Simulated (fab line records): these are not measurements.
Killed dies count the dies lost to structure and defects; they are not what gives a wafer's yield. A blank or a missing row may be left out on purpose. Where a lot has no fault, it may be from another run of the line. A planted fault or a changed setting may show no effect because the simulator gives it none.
Split-lot experiment ; flow rit-cmos ; route with 202 steps; 5 lots, 23 wafers read

## ABOUT THE SPLIT
At RIT_PLDD_HARDBAKE_07 (time 60 s), the setting temp-c was moved away from the recipe's 140 C on 7 of the 23 wafers read, by -2.4% to +0.9%. This setting was run at the recipe's value on the other wafers.

The reading is taken at the split's own step.

## THE READING
NOVOLAK_of_PLDD_COAT_01.thk-nm (the simulator's own value, which no gauge read), in nm, at RIT_PLDD_HARDBAKE_07 (time 60 s). There is no usual value for it anywhere in the file. The 16 wafers here that ran the recipe average 883.6 nm, standard deviation 1.7 nm.

wafer;tool, chamber at the split;temp-c as run, C;against the recipe;NOVOLAK_of_PLDD_COAT_01.thk-nm, nm;against lot-mates on the recipe
L075.2;litho-track-02, 0;140;recipe;884.5;-
L075.3;litho-track-02, 0;140;recipe;883.8;-
L075.4;litho-track-02, 0;141.2;+0.9%;881.7;-1.7
L075.5;litho-track-02, 0;141.2;+0.9%;879.9;-3.5
L075.6;litho-track-02, 0;140;recipe;882;-
L076.1;litho-track-02, 0;137;-2.1%;890.1;+6.5
L076.2;litho-track-02, 0;140;recipe;883.3;-
L076.3;litho-track-02, 0;140;recipe;883.8;-
L076.4;litho-track-02, 0;140;recipe;883.7;-
L076.5;litho-track-02, 0;137;-2.1%;887.2;+3.6
L080.1;litho-track-03, 0;140;recipe;880.9;-
L080.2;litho-track-03, 0;140;recipe;881.7;-
L080.4;litho-track-03, 0;140;recipe;882.7;-
L084.1;litho-track-02, 0;140;recipe;885;-
L084.2;litho-track-02, 0;140;recipe;882.1;-
L084.3;litho-track-02, 0;140;recipe;882.5;-
L084.4;litho-track-02, 0;140;recipe;884.3;-
L084.5;litho-track-02, 0;140;recipe;883.5;-
L085.1;litho-track-01, 0;136.7;-2.4%;892.9;+5.9
L085.2;litho-track-01, 0;140;recipe;886.7;-
L085.4;litho-track-01, 0;136.7;-2.4%;890;+3.0
L085.5;litho-track-01, 0;140;recipe;887.2;-
L085.6;litho-track-01, 0;136.7;-2.4%;892.1;+5.1

FIT RESULTS
A straight line over all 23 wafers: NOVOLAK_of_PLDD_COAT_01.thk-nm changes by -3.07 nm for each +1% of temp-c; r = -0.88; the points scatter about the line by 1.7 nm.
The same after taking each lot's own level away (the mean of its wafers on the recipe; 23 wafers): -2.21 nm for each +1%; r = -0.91; scatter 1.1 nm.
Per that fit: largest temp-c move, reading shift of 5.2 nm.
The lots' own levels span 881.77 to 886.95 nm, that is 3.1 times the standard deviation above.
Thus the slope moves with the lot-to-lot level: the two fits are different.
Check: for one of the wafers moved furthest among these (-2.4%), held out of the fit, the line's prediction against its lot-mates is +4.9 nm. It came out at +5.95 nm against them.

## OTHER SPLITS ON THESE WAFERS
Note: prior to the reading, these wafers also went through further splits. Each is held against what the fit with the lots' levels taken away leaves over:
other split on the same wafers;wafers away from the commonest value;r with NOVOLAK_of_PLDD_COAT_01.thk-nm (lot level and that fit taken away)
RIT_ACTIVE_COAT_06 spin-rpm;11;-0.15
RIT_ACTIVE_HARDBAKE_12 temp-c;10;-0.12
RIT_NRETRO_SOFTBAKE_02 temp-c;8;+0.12
RIT_NLDD_IMPLANT_08 tilt-deg;4;+0.06

## FILE'S OWN FIT
NOVOLAK_of_PLDD_COAT_01.thk-nm changes by -2.23 nm for each +1% of temp-c, r = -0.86.
